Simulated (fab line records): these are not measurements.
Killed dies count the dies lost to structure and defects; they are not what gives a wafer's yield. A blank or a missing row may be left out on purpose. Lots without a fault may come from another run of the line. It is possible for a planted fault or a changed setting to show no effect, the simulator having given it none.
Problem report, 8D (eight disciplines) form, completed by code	flow berkeley cmos170	the parts of the form that need people (team, actions taken, sign-off) are left out

1. WHAT WENT WRONG
M3_AL_RS at UCB170_M3_RS_MEAS_02 reads a mean of 0.0764 ohm/sq on 3 wafers of 2 lots; wafers without a fault read 0.0322 ohm/sq with a standard deviation of 0.0003. So: +99 or more standard deviations from the usual mean.
The step: measures by four-point-probe.
Earliest sighting: wafer L425.2 on film metro-01 at day 11 16:03. Wafers with a number at this step in the record: 42, from 14 lots. Rule for "out", or "out of limits": more than 4 standard deviations from the usual mean. Any other wafer with a number is counted as sound.

2. WHAT IT IS AND WHAT IT IS NOT
question	is	is not
which readings at this step	M3_AL_RS	-
which lots	L424, L425	L411, L412, L413, L418, L419, L420, L422, L429, L431, L432, L433, L434
which wafers of those lots	L424.4, L425.2, L425.6	L424.1, L424.2, L425.4
read on which gauges	film metro-01, film metro-04	film metro-02
when	from day 11 16:03	up to then (22 sound wafers); but 17 sound wafers of L424, L429, L431, L432, L433, L434 came after

3. WHAT RULES OUT EACH SUSPECT
Counting: any tool at a process step up to the reading remains a suspect provided it ran every lot that is out. Sound lots after the first of them don't rule it out here, since some wafers of a struck lot are sound.
- the gauge at UCB170_M3_RS_MEAS_02 has been ruled out. Those wafers that are out were read across 2 gauges (film metro-01, film metro-04).
- pecvd-01 at UCB170_V2_CVD_00 (deposits SiO2 from TEOS/O2, target thk 2000 nm, time 250 s): kept. It processed each lot that is out (first: L425, day 11 13:18); up to then, its last sound lot is L422 (day 11 04:50).
- pvd sputter-04 at UCB170_M3_SPUTTER_01 (material Al, target thk 900 nm, time 120 s): kept. It processed each lot that is out (first: L425, day 11 15:56); up to then, its last sound lot is L420 (day 10 17:30).
The count leaves pvd sputter-04 at UCB170_M3_SPUTTER_01 and pecvd-01 at UCB170_V2_CVD_00.

4. THE CAUSE (what the simulator had put in)
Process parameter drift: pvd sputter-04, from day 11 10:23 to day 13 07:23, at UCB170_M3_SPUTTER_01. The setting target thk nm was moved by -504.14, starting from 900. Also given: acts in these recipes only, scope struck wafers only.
Counting leaves 2 suspects; this tool is one of them.

5. THE CHAIN OF EFFECTS, in route order
One row per reading whose mean, taken over the struck wafers that have a number, lies over 3 standard deviations from the usual. Only readings for which the record gives a usual standard deviation are gone through. hours: the time from each lot's start at the first step in this table that gives one to its start at this step, as a median over the lots. sigmas: the change in usual standard deviations.
hours	step	reading	usual	on struck wafers	change	sigmas
0	UCB170_M3_RS_MEAS_02	M3_AL_RS	0.0322 ohm/sq	0.0764	+0.0442	+99 or more
0	UCB170_M3_THK_MEAS_03	M3_AL_THK	894 nm	382	-512	-55
3	UCB170_M3_METAL_ETCH_18	oes product au	0.853 a.u.	0.579	-0.274	-17
Here are the process steps it includes:
- UCB170_M3_METAL_ETCH_18: etches Al in Cl2/BCl3, stops on SiO2, target depth 1170 nm, time 195 s.

6. WHAT WOULD HAVE CAUGHT IT SOONER
In this record the first reading out of limits at a measuring or inspecting step was taken at day 11 16:03, 6 hours after the fault began at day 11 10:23.
Tool readings at UCB170_M3_SPUTTER_01 with a usual standard deviation given in the record: none out on any struck wafer, hence no alarm at a limit of 4 standard deviations on them.
Of the lots that are out (2), L424 began UCB170_M3_SPUTTER_01 on pvd sputter-04 after day 11 16:03. It would have been spared by a hold on the tool at that moment.
